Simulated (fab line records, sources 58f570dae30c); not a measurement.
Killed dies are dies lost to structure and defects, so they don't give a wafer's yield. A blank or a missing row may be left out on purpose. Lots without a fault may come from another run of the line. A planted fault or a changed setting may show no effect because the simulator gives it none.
Problem report in the 8D (eight disciplines) form, filled by code | flow berkeley_cmos170 | the parts of the form that need people (team, actions taken, sign-off) are left out

1. THE PROBLEM
NWELL_TW at UCB170_NWELL_TW_MEAS_16 reads a mean of 1494 on 9 wafers of 3 lots; wafers without a fault read 1239 with a standard deviation of 5.8. That is +44 standard deviations from the usual mean.
First seen on wafer L215.2, day 4 17:59, on film_metro-03. The record holds 45 wafers of 15 lots with a number at this step. Rule for "out", or "out of limits": more than 4 standard deviations from the usual mean. The other wafers with a number count as sound.

2. WHAT IT IS AND WHAT IT IS NOT
question                    | is                           | is not
which readings at this step | NWELL_TW                     | -
which lots                  | L215, L217, L220             | L205, L206, L207, L208, L210, L213, L214, L218, L223, L224, L226, L227
which wafers of those lots  | all that have a number       | -
read on which gauges        | film_metro-03, film_metro-04 | film_metro-02
when                        | from day 4 17:59             | up to then (21 sound wafers); but 15 sound wafers of L218, L223, L224, L226, L227 came after

3. SUSPECTS, AND WHAT RULES EACH OUT
Counting: a tool at a process step up to the reading stays a suspect if it ran every lot that is out and no sound lot after the first of them.
- the gauge at UCB170_NWELL_TW_MEAS_16: ruled out. The wafers that are out were read on 2 gauges (film_metro-03, film_metro-04).
- implanter-02 at UCB170_NWELL_IMPLANT_14: kept. It ran every lot that is out, first L215 (day 4 17:46), and no sound lot after that; its last sound lot up to then is L210 (day 3 12:24). Its own readings are out on those wafers: dose_ions_cm2, faraday_current_uA.
Left after counting: implanter-02 at UCB170_NWELL_IMPLANT_14.

4. THE CAUSE (what the simulator had put in)
Process parameter drift: implanter-02, from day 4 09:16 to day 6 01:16, at UCB170_NWELL_IMPLANT_14. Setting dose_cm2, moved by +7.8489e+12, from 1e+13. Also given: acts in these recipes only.
Counting left only this tool.

5. THE CHAIN OF EFFECTS, in route order
Each row: a reading whose mean over the struck wafers that have a number lies more than 3 standard deviations from the usual. Only readings for which the record gives a usual standard deviation are gone through. hours: the time from each lot's start at the first step in this table that gives one to its start at this step, as a median over the lots. sigmas: the change in usual standard deviations.
hours | step                    | reading            | usual | on struck wafers | change | sigmas
0     | UCB170_NWELL_IMPLANT_14 | dose_ions_cm2      | 1e+13 | 2e+13            | +8e+12 | +99 or more
0     | UCB170_NWELL_IMPLANT_14 | faraday_current_uA | 31.7  | 56.5             | +24.8  | +41
0     | UCB170_NWELL_TW_MEAS_16 | NWELL_TW           | 1239  | 1494             | +255   | +44
The process steps in it:
- UCB170_NWELL_IMPLANT_14

6. WHAT WOULD HAVE CAUGHT IT SOONER
In this record the first reading out of limits at a measuring or inspecting step was taken at day 4 17:59, 9 hours after the fault began at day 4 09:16.
The tool's own readings at UCB170_NWELL_IMPLANT_14 were out on every struck wafer that the step has a row for (dose_ions_cm2, faraday_current_uA): an alarm limit on them would have fired on the first of those.
Of the lots that are out (3), L217, L220 began UCB170_NWELL_IMPLANT_14 on implanter-02 after day 4 17:59. A hold on the tool at that time would have spared those 2.
